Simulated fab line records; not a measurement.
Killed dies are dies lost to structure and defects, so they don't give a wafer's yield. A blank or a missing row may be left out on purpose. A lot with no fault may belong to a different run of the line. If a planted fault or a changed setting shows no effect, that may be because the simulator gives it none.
fab line records -- flow ritCmos
[record] lots = 5, wafers = 15, lastDay = 7
route steps=202 shown M1@185
lots untouched by any fault: they come from a run of this same line in which no faults occurred
startH: hours from the record's opening day to when the first of the lot's shown wafers began -- waitH: time in hours since the lot's previous step -- " as in the row above -- L1.1+2: one row covering several wafers at once -- - no value, or no start given -- * or withheld: withheld -- < > ~ a bound
route shown NAME@n: a module of which the file shows steps, and the number in the route of the first -- usual: average and standard deviation across the fault-free wafers -- same: alike in all rows -- chamber/n: place in a boat -- sites: each site's reading -- _std_site: standard deviation of those values -- _edge_site: mean of outer sites minus mean of inner sites -- radiusMm: how far each site lies from the wafer's centre -- mask NAME#n: copy n -- behind: the last tool/chamber to shape the wafer -- hold: cause of the lot's hold/its duration in hours/its outcome -- device: whichever transistor did not switch (one of n, p or np) -- end of line: the same wafers' tests at the end of the route -- step lacking rows: just its recipe -- killed: dies lost to structure and defects at the first sort, not the wafer's yield -- map: per-die view of a wafer (x killed, . not killed, _ where there is no die)
set.NAME: the setting the step ran with; set.NAME@STEP: the setting that earlier step ran with -- model.NAME: the simulator's own value behind a step, which no gauge read
a table for each step, a row for each wafer; lots at some steps of the route
services: a tool's chamber out of use, with start hour (startH, from the record's first day; less than 0 if before it), hours out, and reason
[[steps]]
[step RIT_M1_RS_MEAS_01]
[recipe] thkMeasGauge = four-point-probe, reads = Al_of_M1_SPUTTER_00
[usual] M1_AL_RS = 0.0736/0.00061
lot.wafer,tool,chamber,startH,waitH,M1_AL_RS[ohm/sq]
L294.3,filmMetro-03,-,62.40,0.2,0.0738
L294.4,filmMetro-03,-,62.40,0.2,0.0738
L294.5,filmMetro-03,-,62.40,0.2,0.0741
L295.1,filmMetro-04,-,65.09,0.1,0.0734
L295.5,filmMetro-04,-,65.09,0.1,0.0740
L295.6,filmMetro-04,-,65.09,0.1,0.0741
L303.3,filmMetro-04,-,102.20,0.2,0.0734
L303.4,filmMetro-04,-,102.20,0.2,0.0737
L303.5,filmMetro-04,-,102.20,0.2,0.0735
L306.1,filmMetro-01,-,120.61,0.1,0.0731
L306.3,filmMetro-01,-,120.61,0.1,0.0733
L306.6,filmMetro-01,-,120.61,0.1,0.0730
L315.1,filmMetro-01,-,164.38,0.1,0.0746
L315.3,filmMetro-01,-,164.38,0.1,0.0750
L315.6,filmMetro-01,-,164.38,0.1,0.0745
[step RIT_M1_THK_MEAS_02]
[recipe] thkMeasGauge = xrf, reads = Al_of_M1_SPUTTER_00
[usual] M1_AL_THK = 405/4.4
lot.wafer,tool,chamber,startH,waitH,M1_AL_THK[nm]
L294.3,filmMetro-03,-,62.50,0.1,406
L294.4,filmMetro-03,-,62.50,0.1,403
L294.5,filmMetro-03,-,62.50,0.1,400
L295.1,filmMetro-04,-,65.21,0.1,410
L295.5,filmMetro-04,-,65.21,0.1,405
L295.6,filmMetro-04,-,65.21,0.1,410
L303.3,filmMetro-04,-,102.30,0.1,410
L303.4,filmMetro-04,-,102.30,0.1,407
L303.5,filmMetro-04,-,102.30,0.1,407
L306.1,filmMetro-01,-,120.73,0.1,407
L306.3,filmMetro-01,-,120.73,0.1,405
L306.6,filmMetro-01,-,120.73,0.1,403
L315.1,filmMetro-01,-,164.50,0.1,398
L315.3,filmMetro-01,-,164.50,0.1,392
L315.6,filmMetro-01,-,164.50,0.1,396
[step RIT_M1_HMDS_03]
[recipe] primeTimeS = 60, primeTempC = 140
[step RIT_M1_COAT_04]
[recipe] resist = NOVOLAK, spinRpm = 2000, resistThkNm = 1300
[step RIT_M1_SOFTBAKE_05]
[recipe] resist = NOVOLAK, tempC = 90, timeS = 61.63
[usual] exhaustPa = 45.1/1, heaterPowerTotalW = 34.54/0.047, plateSensorTCentreC = 90.970/0.011, plateSensorTEdgeC = 91.020/0.01
lot.wafer,tool,chamber,startH,waitH,exhaustPa,heaterPowerTotalW,plateSensorTCentreC,plateSensorTEdgeC
L294.3,lithoTrack-03,0,62.89,0.1,44.5,34.42,90.979,91.028
L294.4,lithoTrack-03,0,62.89,0.1,44.3,34.52,90.959,91.013
L294.5,lithoTrack-03,0,62.89,0.1,46.1,34.55,90.977,91.014
L295.1,lithoTrack-03,0,65.57,0.1,45.3,34.51,90.962,91.020
L295.5,lithoTrack-03,0,65.57,0.1,46.5,34.54,90.965,91.026
L295.6,lithoTrack-03,0,65.57,0.1,45.3,34.50,90.968,91.024
L303.3,lithoTrack-04,0,102.69,0.1,45.9,34.58,90.951,91.045
L303.4,lithoTrack-04,0,102.69,0.1,45.3,34.54,90.977,91.043
L303.5,lithoTrack-04,0,102.69,0.1,45.0,34.47,90.983,91.037
L306.1,lithoTrack-02,0,121.09,0.1,45.2,34.55,90.961,91.020
L306.3,lithoTrack-02,0,121.09,0.1,43.9,34.52,90.965,91.046
L306.6,lithoTrack-02,0,121.09,0.1,43.3,34.51,90.963,90.999
L315.1,lithoTrack-02,0,164.86,0.1,45.0,34.47,90.967,91.025
L315.3,lithoTrack-02,0,164.86,0.1,44.0,34.59,90.975,91.034
L315.6,lithoTrack-02,0,164.86,0.1,44.4,34.59,90.953,91.012
[step RIT_M1_EXPOSE_06]
[recipe] maskId = M12, na = 0.6, sourceShape = conventional, sigmaOuter = 0.5, targetCdNm = 2600, doseMj = 250
[step RIT_M1_PEB_07]
[recipe] resist = NOVOLAK, tempC = withheld, timeS = withheld
[step RIT_M1_DEVELOP_08]
[recipe] resist = NOVOLAK, developTimeS = 68, devTempC = 23
[step RIT_M1_CD_MEAS_09]
[recipe] targetCdNm = 2600
[usual] cdNm = 2600.3/2.1
lot.wafer,tool,chamber,startH,waitH,cdNm
L294.3,cdSem-02,-,63.59,-,2604.1
L294.4,cdSem-02,-,63.59,-,2601.0
L294.5,cdSem-02,-,63.59,-,2602.5
L295.1,cdSem-02,-,66.28,-,2604.5
L295.5,cdSem-02,-,66.28,-,2604.3
L295.6,cdSem-02,-,66.28,-,2604.6
L303.3,cdSem-01,-,103.26,-,2600.0
L303.4,cdSem-01,-,103.26,-,2600.4
L303.5,cdSem-01,-,103.26,-,2599.9
L306.1,cdSem-01,-,121.95,-,2597.3
L306.3,cdSem-01,-,121.95,-,2598.0
L306.6,cdSem-01,-,121.95,-,2596.2
L315.1,cdSem-01,-,165.57,-,2599.2
L315.3,cdSem-01,-,165.57,-,2598.6
L315.6,cdSem-01,-,165.57,-,2598.7
[step RIT_M1_OVL_MEAS_10]
[usual] M1_OVL = -1.4/1.3
lot.wafer,tool,chamber,startH,waitH,M1_OVL[nm]
L294.3,overlay-01,-,63.68,0.1,-0.5
L294.4,overlay-01,-,63.68,0.1,-0.4
L294.5,overlay-01,-,63.68,0.1,-1.8
L295.1,overlay-02,-,66.40,0.1,0.5
L295.5,overlay-02,-,66.40,0.1,-0.3
L295.6,overlay-02,-,66.40,0.1,-0.7
L303.3,overlay-02,-,103.36,0.1,0.6
L303.4,overlay-02,-,103.36,0.1,-0.6
L303.5,overlay-02,-,103.36,0.1,-0.7
L306.1,overlay-02,-,122.07,0.1,-0.8
L306.3,overlay-02,-,122.07,0.1,-2.6
L306.6,overlay-02,-,122.07,0.1,-2.7
L315.1,overlay-02,-,165.69,0.1,-1.6
L315.3,overlay-02,-,165.69,0.1,0.0
L315.6,overlay-02,-,165.69,0.1,0.3
[step RIT_M1_HARDBAKE_11]
[recipe] resist = NOVOLAK, tempC = 140, timeS = 120
[step RIT_M1_METAL_ETCH_12]
[recipe] stopOn = SiO2, chemistry = Cl2/BCl3, target = Al, timeS = 165, overEtchFrac = 0.5, pressureMtorr = 100, targetDepthA = 6000, rfW = 259.8, Cl2_flow_sccm = 60, bcl3FlowSccm = 50
[usual] drypumpMotorCurrentA = 5.5/0.37, oesProductAu = 0.775/0.012, rfFwdPowerW = 258.8/0.84, throttleValvePct = 8.26/0.11
lot.wafer,tool,chamber,startH,waitH,drypumpMotorCurrentA,oesProductAu,rfFwdPowerW,rfHoursCounterH,throttleValvePct
L294.3,rieMetal-03,0,64.01,0.2,5.8,0.772,260.2,-,8.35
L294.4,rieMetal-03,1,64.01,0.2,5.6,0.795,260.5,-,8.33
L294.5,rieMetal-03,0,64.01,0.2,5.8,0.778,259.5,-,8.35
L295.1,rieMetal-02,0,66.68,0.2,5.3,0.784,258.3,33,8.42
L295.5,rieMetal-02,0,66.68,0.2,5.2,0.781,258.3,-,8.44
L295.6,rieMetal-02,1,66.68,0.2,5.4,0.756,258.8,-,8.20
L303.3,rieMetal-03,0,103.68,0.2,5.8,0.774,259.3,-,8.34
L303.4,rieMetal-03,1,103.68,0.2,5.6,0.794,259.0,-,8.33
L303.5,rieMetal-03,1,103.68,0.2,5.6,0.795,259.4,-,8.31
L306.1,rieMetal-03,0,122.36,0.2,5.9,0.776,258.4,5,8.34
L306.3,rieMetal-03,1,122.36,0.2,5.6,0.802,258.5,-,8.31
L306.6,rieMetal-03,1,122.36,0.2,5.6,0.807,258.2,-,8.33
L315.1,rieMetal-04,0,165.97,0.2,4.9,0.767,258.9,3,8.16
L315.3,rieMetal-04,1,165.97,0.2,5.9,0.763,258.4,-,8.14
L315.6,rieMetal-04,1,165.97,0.2,5.9,0.775,258.3,-,8.13
[step RIT_M1_STRIP_13]
[recipe] chemistry = nmp, resist = NOVOLAK, tempC = 80, timeS = 600, dry = n2Spin
lot.wafer,tool,chamber,startH,waitH
L294.3+4+5,wetBench-04,2,64.11,0.1
L295.1+5+6,wetBench-02,1,66.85,0.1
L303.3+4+5,wetBench-04,0,103.79,0.1
L306.1+3+6,wetBench-02,0,122.52,0.1
L315.1+3+6,wetBench-02,1,166.14,0.1
[step RIT_M1_STRIP_14]
[recipe] chemistry = O2, timeS = 180, platenTempC = withheld, powerW = 500, pressureMtorr = 4000, o2FlowSccm = 4000
[usual] drypumpMotorCurrentA = 5.6/0.48, rfReflPowerW = 6.8/1.2
lot.wafer,tool,chamber,startH,waitH,drypumpMotorCurrentA,rfHoursCounterH,rfReflPowerW
L294.3,plasmaAsher-01,0,64.35,0.1,4.7,-,6.0
L294.4,plasmaAsher-01,1,64.35,0.1,5.2,-,5.8
L294.5,plasmaAsher-01,0,64.35,0.1,4.7,-,6.0
L295.1,plasmaAsher-03,0,67.02,0.0,5.9,40,9.1
L295.5,plasmaAsher-03,0,67.02,0.0,5.9,-,9.1
L295.6,plasmaAsher-03,1,67.02,0.0,5.9,-,6.5
L303.3,plasmaAsher-02,0,104.03,0.1,5.9,-,7.7
L303.4,plasmaAsher-02,1,104.03,0.1,5.8,-,5.6
L303.5,plasmaAsher-02,1,104.03,0.1,5.9,-,5.7
L306.1,plasmaAsher-03,0,122.73,0.0,5.9,46,9.5
L306.3,plasmaAsher-03,1,122.73,0.0,5.8,-,6.7
L306.6,plasmaAsher-03,0,122.73,0.0,6.0,-,9.5
L315.1,plasmaAsher-01,0,166.49,0.0,4.7,53,6.1
L315.3,plasmaAsher-01,1,166.49,0.0,5.2,-,6.1
L315.6,plasmaAsher-01,1,166.49,0.0,5.2,-,5.6
[step RIT_M1_CD_MEAS_90]
[recipe] targetCdNm = 2600
[usual] cdNm = 2598.3/2.5
lot.wafer,tool,chamber,startH,waitH,cdNm
L294.3,cdSem-02,-,64.50,0.1,2602.6
L294.4,cdSem-02,-,64.50,0.1,2599.4
L294.5,cdSem-02,-,64.50,0.1,2600.1
L295.1,cdSem-02,-,67.20,0.1,2603.1
L295.5,cdSem-02,-,67.20,0.1,2602.9
L295.6,cdSem-02,-,67.20,0.1,2601.4
L303.3,cdSem-02,-,104.18,0.1,2596.8
L303.4,cdSem-02,-,104.18,0.1,2598.7
L303.5,cdSem-02,-,104.18,0.1,2597.4
L306.1,cdSem-01,-,122.90,0.1,2594.5
L306.3,cdSem-01,-,122.90,0.1,2597.0
L306.6,cdSem-01,-,122.90,0.1,2595.1
L315.1,cdSem-01,-,166.66,0.1,2597.0
L315.3,cdSem-01,-,166.66,0.1,2595.7
L315.6,cdSem-01,-,166.66,0.1,2595.8
[step RIT_M1_ANNEAL_15]
[recipe] tempC = 450, timeS = 1800, ambient = forming_gas_H2N2
[step RIT_M1_BOW_MEAS_16]
[recipe] mode = bow
[usual] M1_BOW = 16/6.3
lot.wafer,tool,chamber,startH,waitH,M1_BOW[um]
L294.3,filmMetro-03,-,66.12,0.0,11
L294.4,filmMetro-03,-,66.12,0.0,8
L294.5,filmMetro-03,-,66.12,0.0,16
L295.1,filmMetro-01,-,70.03,0.0,15
L295.5,filmMetro-01,-,70.03,0.0,20
L295.6,filmMetro-01,-,70.03,0.0,19
L303.3,filmMetro-01,-,106.17,0.0,22
L303.4,filmMetro-01,-,106.17,0.0,17
L303.5,filmMetro-01,-,106.17,0.0,6
L306.1,filmMetro-03,-,124.52,0.0,19
L306.3,filmMetro-03,-,124.52,0.0,8
L306.6,filmMetro-03,-,124.52,0.0,9
L315.1,filmMetro-04,-,168.37,0.0,13
L315.3,filmMetro-04,-,168.37,0.0,17
L315.6,filmMetro-04,-,168.37,0.0,16
[step RIT_M1_PROBE_99]
[usual] defectLimitedYield = 97.6/1.2, killed_at_M0_to_M3 = 0.0/0.083, killedAtFrontEnd = 6/3.1, killedDies = 6/3.1, killedOnRim = 1.7/1.5, killedOpen = 3.4/1.9, killedShort = 3.1/2, sort_bin_3_pad_short = 0.1/0.22, sort_bin_5_function = 1.4/0.87, sort_bin_6_memory = 0.9/0.63, sortNPass = 258/3.1, sortYieldPct = 97.6/1.2
[same] grossDies = 264, killed_at_M4_up = 0, killedAtBackSide = 0, killedAtContacts = 0, killedAtOther = 0
lot.wafer,tool,chamber,startH,waitH,hold,defectLimitedYield[%],killed_at_M0_to_M3,killedAtFrontEnd,killedDies,killedOnRim,killedOpen,killedShort,sort_bin_3_pad_short[%],sort_bin_5_function[%],sort_bin_6_memory[%],sortNPass,sortYieldPct[%],model.etest.tester.sortNPass,model.etest.tester.sortYieldPct,model.etest.tester.sort_bin_5_pct,model.etest.tester.sort_bin_6_pct
L294.3,prober-01,-,66.30,0.2,-,98.1,0,5,5,1,3,2,0.4,0.8,0.8,259,98.1,259,98.11,0.7576,0.7576
L294.4,prober-01,-,66.35,0.2,-,97.0,0,8,8,3,6,2,0,2.3,0.8,256,97.0,256,96.97,2.273,0.7576
L294.5,prober-01,-,66.40,0.2,-,99.6,0,1,1,0,1,0,0,0.4,0,263,99.6,263,99.62,0.3788,0
L295.1,prober-02,-,70.15,0.1,-,98.9,0,3,3,1,1,2,0,0,1.1,261,98.9,261,98.86,0,1.136
L295.5,prober-02,-,70.35,0.2,-,98.9,0,3,3,1,1,2,0,0.4,0.8,261,98.9,261,98.86,0.3788,0.7576
L295.6,prober-02,-,70.40,0.2,-,98.5,0,4,4,1,3,1,0,0.8,0.8,260,98.5,260,98.48,0.7576,0.7576
L303.3,prober-01,-,106.35,0.2,awaitDispo/4.4h/release,85.2,26,13,39,12,8,5,3.8,7.6,3.4,225,85.2,225,85.23,7.576,3.409
L303.4,prober-01,-,106.40,0.2,awaitDispo/4.4h/release,88.3,26,5,31,10,1,4,3.0,6.4,2.3,233,88.3,233,88.26,6.439,2.273
L303.5,prober-01,-,106.45,0.2,awaitDispo/4.4h/release,88.6,25,5,30,8,2,3,1.5,6.8,3.0,234,88.6,234,88.64,6.818,3.03
L306.1,prober-02,-,124.64,0.1,-,97.0,0,8,8,1,4,4,0.4,1.9,0.8,256,97.0,256,96.97,1.894,0.7576
L306.3,prober-02,-,124.74,0.2,-,95.1,0,13,13,5,9,4,0,3.4,1.5,251,95.1,251,95.08,3.409,1.515
L306.6,prober-02,-,124.89,0.2,-,97.0,0,8,8,2,4,4,0,2.3,0.8,256,97.0,256,96.97,2.273,0.7576
L315.1,prober-01,-,168.49,0.1,-,97.3,0,7,7,2,4,3,0.4,1.5,0.8,257,97.3,257,97.35,1.515,0.7576
L315.3,prober-01,-,168.59,0.2,-,97.3,0,7,7,4,3,4,0.8,1.5,0.4,257,97.3,257,97.35,1.515,0.3788
L315.6,prober-01,-,168.74,0.2,-,97.3,0,7,7,2,3,4,0,1.1,1.5,257,97.3,257,97.35,1.136,1.515
// killed by level:class
L294.3 FOX2:geometricParticle:open=1 GATE:geometricParticle:short=1 GATE:geometricParticle:open=1 REOX:geometricParticle:open=1 SPACER:geometricParticle:short=1
L294.4 GATE:geometricParticle:open=3 ACTIVE:geometricParticle:open=1 GATE:geometricParticle:short=1 REOX:geometricParticle:open=1 SPACER:geometricParticle:short=1 SILICIDE:geometricParticle:open=1
L294.5 GATE:geometricParticle:open=1
L295.1 FOX2:geometricParticle:short=1 GATE:geometricParticle:open=1 SILICIDE:geometricParticle:short=1
L295.5 FOX2:geometricParticle:short=1 GATE:geometricParticle:open=1 SPACER:geometricParticle:short=1
L295.6 SPACER:geometricParticle:open=2 GATE:geometricParticle:open=1 SPACER:geometricParticle:short=1
L303.3 M1:unspecified=26 GATE:geometricParticle:open=7 GATE:geometricParticle:short=2 FOX1:geometricParticle:short=1 SPACER:geometricParticle:open=1 SPACER:geometricParticle:short=1 SILICIDE:geometricParticle:short=1
L303.4 M1:unspecified=26 GATE:geometricParticle:short=2 FOX1:geometricParticle:short=1 GATE:geometricParticle:open=1 SILICIDE:geometricParticle:short=1
L303.5 M1:unspecified=25 SILICIDE:geometricParticle:short=2 GATE:geometricParticle:short=1 GATE:geometricParticle:open=1 SILICIDE:geometricParticle:open=1
L306.1 FOX1:geometricParticle:short=2 GATE:geometricParticle:open=2 GATE:geometricParticle:short=2 FOX1:geometricParticle:open=1 REOX:geometricParticle:open=1
L306.3 GATE:geometricParticle:open=4 FOX2:geometricParticle:open=3 FOX2:geometricParticle:short=2 FOX1:geometricParticle:open=1 GATE:geometricParticle:short=1 SILICIDE:geometricParticle:short=1 SILICIDE:geometricParticle:open=1
L306.6 GATE:geometricParticle:short=4 GATE:geometricParticle:open=3 SILICIDE:geometricParticle:open=1
L315.1 GATE:geometricParticle:short=2 FOX1:geometricParticle:open=1 GATE:geometricParticle:open=1 SPACER:geometricParticle:open=1 SILICIDE:geometricParticle:short=1 SILICIDE:geometricParticle:open=1
L315.3 GATE:geometricParticle:short=4 GATE:geometricParticle:open=3
L315.6 SILICIDE:geometricParticle:short=2 FOX1:geometricParticle:open=1 GATE:geometricParticle:short=1 GATE:geometricParticle:open=1 SPACER:geometricParticle:short=1 SILICIDE:geometricParticle:open=1
// map L303.3 (x killed, . not)
________......._______
_____......x......____
____...............___
___...............x.__
__x.................._
__x...x...........x.._
_...................x.
_.....................
_.....................
_...........x.........
__........x.........._
__...x.......xxxx.x.._
___x.......xxxxxx...__
____...x...xxxxxxx.___
_____......xxxxxxx____
________.....xx_______
// map L294.4 (x killed, . not)
________......x_______
_____.............____
____...............___
___.................__
__..................._
__.........x........._
_......x..............
_x................x...
_....................x
_.....................
__..................._
__.............x....._
___.......x.........__
____...............___
_____.............____
________......._______
[[services]]
tool,chamber,startH,hours,kind
plasmaAsher-02,-,108.75,9.0,pm
plasmaAsher-02,0,108.75,9.0,ventCycle
plasmaAsher-02,1,108.75,9.0,ventCycle
rieMetal-04,-,116.43,1.0,repair
plasmaAsher-02,0,117.75,-,clean
plasmaAsher-02,1,117.75,-,clean
rieMetal-02,-,136.12,20.0,pm
rieMetal-02,0,136.12,20.0,ventCycle
rieMetal-02,1,136.12,20.0,ventCycle
rieMetal-02,0,156.12,-,clean
rieMetal-02,1,156.12,-,clean
[[key]]
[firstSign] step = RIT_M1_PROBE_99, reading = killed_at_M0_to_M3, direction = up, sigmas = 26, usual = 0.0, struck = 25.7
[effect] step = RIT_M1_PROBE_99, reading = defectLimitedYield, direction = down, sigmas = 8.6, usual = 97.6, struck = 87.4
[modelEffect] step = RIT_M1_PROBE_99, value = etest.tester.sortNPass, without = 255.7, struck = 230.7
metAt RIT_M1_STRIP_13
struckWafers L303.3,L303.4,L303.5
alsoFits RIT_M1_SOFTBAKE_05:lithoTrack-04,RIT_M1_STRIP_14:plasmaAsher-02
[fault] kind = chamberParticleSource, tool = wetBench-04, chamber = 0, onsetH = 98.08, steps = RIT_M1_STRIP_13, ratePerVisitCm2 = 0.98348, endH = 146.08
